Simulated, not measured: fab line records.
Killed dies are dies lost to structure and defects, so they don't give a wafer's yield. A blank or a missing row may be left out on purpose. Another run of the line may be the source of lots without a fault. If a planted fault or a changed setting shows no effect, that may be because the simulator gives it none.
Which tool did it? ; flow ritCmos ; 42 wafers from 14 lots sampled at 4 of the route's 202 steps

## WHAT THE GAUGES SHOWED, per wafer
RIT_GATE_OVL_MEAS_17.
lot;measured;on;GATE_OVL (nm)
L979;day 2 16:01;overlay-01;-3.8 -2.0 -2.6
L980;day 2 20:46;overlay-02;-1.1 -0.3 -2.0
L981;day 3 00:43;overlay-01;1.8 1.2 1.5
L982;day 3 04:28;overlay-02;-0.5 -1.6 0.1
L983;day 3 09:51;overlay-02;-1.5 -1.4 0.0
L984;day 3 15:14;overlay-02;-0.8 0.3 -0.1
L985;day 4 02:20;overlay-02;-1.3 -2.3 -1.5
L987;day 4 05:22;overlay-02;-0.8 -1.9 0.5
L992;day 5 12:02;overlay-01;0.9 -1.9 -0.1
L997;day 6 14:40;overlay-02;-0.4 -1.1 -1.6
L999;day 6 18:20;overlay-01;0.9 1.5 1.0
L100;day 7 09:52;overlay-01;-0.4 1.1 -1.6
L102;day 7 10:04;overlay-01;0.5 0.8 0.6
L101;day 7 10:22;overlay-02;-1.5 -1.9 -2.3

RIT_REOX_THK_MEAS_04.
lot;measured;on;REOX_OXIDE_THK (nm)
L979;day 2 20:57;filmMetro-01;24.2 24.1 24.2
L980;day 3 00:20;filmMetro-01;25.0 25.2 25.4
L981;day 3 04:14;filmMetro-01;25.7 26.0 25.3
L982;day 3 08:07;filmMetro-03;24.0 23.8 23.9
L983;day 3 13:22;filmMetro-04;25.3 25.0 25.0
L984;day 3 19:37;filmMetro-01;25.7 25.7 25.4
L985;day 4 05:52;filmMetro-03;24.9 24.9 25.1
L987;day 4 08:57;filmMetro-03;24.8 24.1 24.8
L992;day 5 16:19;filmMetro-01;23.9 23.9 23.8
L997;day 6 18:12;filmMetro-03;25.1 25.5 25.4
L999;day 7 01:49;filmMetro-01;24.2 24.1 24.6
L100;day 7 13:24;filmMetro-04;24.0 24.4 24.2
L102;day 7 15:57;filmMetro-01;25.2 25.1 25.0
L101;day 7 15:58;filmMetro-03;25.3 25.3 25.0

RIT_SDANNEAL_RS_MEAS_05: the measuring method here is four-point-probe.
lot;measured;on;NSD_RS (ohm/sq)
L979;day 3 06:58;filmMetro-02;84.1 84.5 84.4
L980;day 3 09:52;filmMetro-02;84.6 84.4 84.5
L981;day 3 13:22;filmMetro-03;84.8 84.9 84.5
L982;day 3 17:08;filmMetro-04;84.4 84.7 85.0
L983;day 3 23:29;filmMetro-02;84.4 84.6 84.5
L984;day 4 05:40;filmMetro-04;84.9 84.7 84.9
L985;day 4 15:14;filmMetro-03;84.4 84.6 84.4
L987;day 4 19:22;filmMetro-03;84.3 84.6 84.4
L992;day 6 01:45;filmMetro-03;84.5 84.4 84.5
L997;day 7 03:53;filmMetro-03;84.9 84.7 84.9
L999;day 7 11:02;filmMetro-02;84.7 84.9 85.0
L100;day 7 22:35;filmMetro-03;84.4 84.5 84.4
L102;day 8 01:17;filmMetro-04;84.8 85.0 84.9
L101;day 8 01:32;filmMetro-03;84.5 84.5 84.5

## WHICH TOOL RAN EACH LOT (tool, then ch and the chambers of the sampled wafers, then the start)
lot;RIT_PLDD_STRIP_09
L979;plasmaAsher-02 ch 0,1, day 2 23:44
L980;plasmaAsher-04 ch 0,1, day 3 03:26
L981;plasmaAsher-04 ch 0,1, day 3 06:57
L982;plasmaAsher-04 ch 0,1, day 3 10:49
L983;plasmaAsher-02 ch 0,1, day 3 16:16
L984;plasmaAsher-02 ch 0,1, day 3 22:17
L985;plasmaAsher-02 ch 1, day 4 08:47
L987;plasmaAsher-02 ch 1, day 4 11:52
L992;plasmaAsher-04 ch 1, day 5 19:06
L997;plasmaAsher-03 ch 0,1, day 6 21:16
L999;plasmaAsher-04 ch 0,1, day 7 04:35
L100;plasmaAsher-04 ch 0,1, day 7 16:19
L102;plasmaAsher-03 ch 0,1, day 7 18:52
L101;plasmaAsher-04 ch 0,1, day 7 19:06
- RIT_PLDD_STRIP_09: strips in O2, time 180 s.

## WHAT THE TOOLS THEMSELVES READ (means of the sampled wafers that have a number; where no wafer has one, the mark that the record gives instead)
RIT_PLDD_STRIP_09.
lot;tool;drypumpMotorCurrentA (A)
L979;plasmaAsher-02;5.0
L980;plasmaAsher-04;6.0
L981;plasmaAsher-04;6.2
L982;plasmaAsher-04;6.2
L983;plasmaAsher-02;4.8
L984;plasmaAsher-02;4.8
L985;plasmaAsher-02;4.7
L987;plasmaAsher-02;4.7
L992;plasmaAsher-04;5.9
L997;plasmaAsher-03;5.6
L999;plasmaAsher-04;6.2
L100;plasmaAsher-04;6.2
L102;plasmaAsher-03;5.6
L101;plasmaAsher-04;6.0

## THE ANSWER, worked out from the rows above alone
Rule: what is usual is taken from the lots themselves. Put in order of their means at a reading, lots are off if they are a third of the lots or fewer, leave a main group of 4 or more, and stand apart from it by a gap of 3 or more times the standard deviation of the main group's means; of several such gaps the widest counts. A main group whose means are all the same, to the digits that the tables above print for the reading, isn't used. A lot without any number at a reading at which 4 lots or more have one is off too. Where the step has rows for the other lots, those lots are counted as sound. First the gauges in route order, then the tools' own readings, where a lot's mean is used as printed above. At the first step where some lot is off, the reading lying furthest off is the one used; lots without a number count as furthest.
No lot is off on any of the readings shown, so nothing can be concluded from this.

## WHAT WAS PUT IN BY THE SIMULATOR
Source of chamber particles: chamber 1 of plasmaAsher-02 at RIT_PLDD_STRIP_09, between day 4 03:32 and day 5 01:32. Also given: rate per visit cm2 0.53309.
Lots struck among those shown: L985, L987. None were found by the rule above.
